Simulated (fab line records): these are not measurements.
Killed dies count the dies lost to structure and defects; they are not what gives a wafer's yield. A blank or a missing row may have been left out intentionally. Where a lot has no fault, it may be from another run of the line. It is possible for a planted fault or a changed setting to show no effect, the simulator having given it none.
The same fault as seen by 2 desks -- flow berkeley-cmos170 -- what lay behind the numbers comes last; until then each desk has only its own

== THE METROLOGY DESK ==
What the gauges read, lot by lot, whatever tool the lot ran on: means of the sampled wafers that have a number. Any lot whose mean is over 4 standard deviations away from the usual mean is out of limits and marked OUT; that distance is given in the brackets.
Columns: A = NWELL_NITRIDE_THK at UCB170_NWELL_THK_MEAS_05, usual 224.1 nm; B = PWELL_OVL at UCB170_PWELL_OVL_MEAS_13, usual -4 nm; C = PFIELD_OVL at UCB170_PFIELD_OVL_MEAS_06, usual -1 nm
lot,first seen here,A,B,C
L318,day 2 04:41,223.3,-7,-1
L319,day 2 13:52,226.5,-4,-2
L320,day 2 18:01,225.0,-11,4
L322,day 3 01:01,225.8,-3,-2
L327,day 4 03:40,252.7 (+14) OUT,-,-
L328,day 4 03:40,253.5 (+14) OUT,-,-
L331,day 4 21:25,223.6,-8,-4
L335,day 5 22:55,220.1,-5,1
L336,day 5 22:56,224.0,-4,-3
L337,day 6 09:26,223.8,0,-5
L338,day 6 09:28,218.9,-1,-0
This desk's finding: out of limits on L327, L328; first on L327, day 4 03:40 (NWELL_NITRIDE_THK at UCB170_NWELL_THK_MEAS_05). L318, L319, L320, L322, L331, L335, L336, L337, L338 stayed within limits.

== THE TOOL OWNER'S DESK: lpcvd-01 ==
The tool's own readings at UCB170_NWELL_CVD_04 (deposits Si3N4 from SiH2Cl2/NH3, target thk 224 nm, time 3360 s): means of the sampled wafers that have a number, for each lot that ran on this tool. Any lot whose mean is over 4 standard deviations away from the usual mean is out of limits and marked OUT; that distance is given in the brackets.
Columns: A = sih2cl2-flow-sccm at UCB170_NWELL_CVD_04, usual 25.01 sccm; B = zone-power-centre-pct at UCB170_NWELL_CVD_04, usual 37.4 %
lot,first seen here,A,B
L318,day 2 02:45,24.91,33.9
L319,day 2 11:55,25.09,34.0
L320,day 2 16:04,24.95,34.5
L322,day 2 23:05,24.98,39.3
L327,day 4 01:44,37.56 (+99 or more) OUT,34.1
L328,day 4 01:44,37.46 (+99 or more) OUT,39.8
This desk's verdict: out of limits on L327, L328, starting with L327 at day 4 01:44 (sih2cl2-flow-sccm at UCB170_NWELL_CVD_04). L318, L319, L320, L322 stayed within limits.

== BROUGHT TOGETHER ==
An alarm could have come from the tool owner's desk at day 4 01:44, on L327, L328.
Metrology desk: alarm possible at day 4 03:40 on L327, L328.
On lpcvd-01, each named lot ran UCB170_NWELL_CVD_04.

== WHAT HAD BEEN PUT IN BY THE SIMULATOR ==
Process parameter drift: lpcvd-01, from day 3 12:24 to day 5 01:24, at UCB170_NWELL_CVD_04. A move of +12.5 in setting sih2cl2-flow-sccm, from 25. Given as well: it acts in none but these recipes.
Lots struck among those shown: L327, L328.
Time in hours from fault onset to the first out-of-limits reading at each desk: tool owner's desk 13, metrology desk 15.
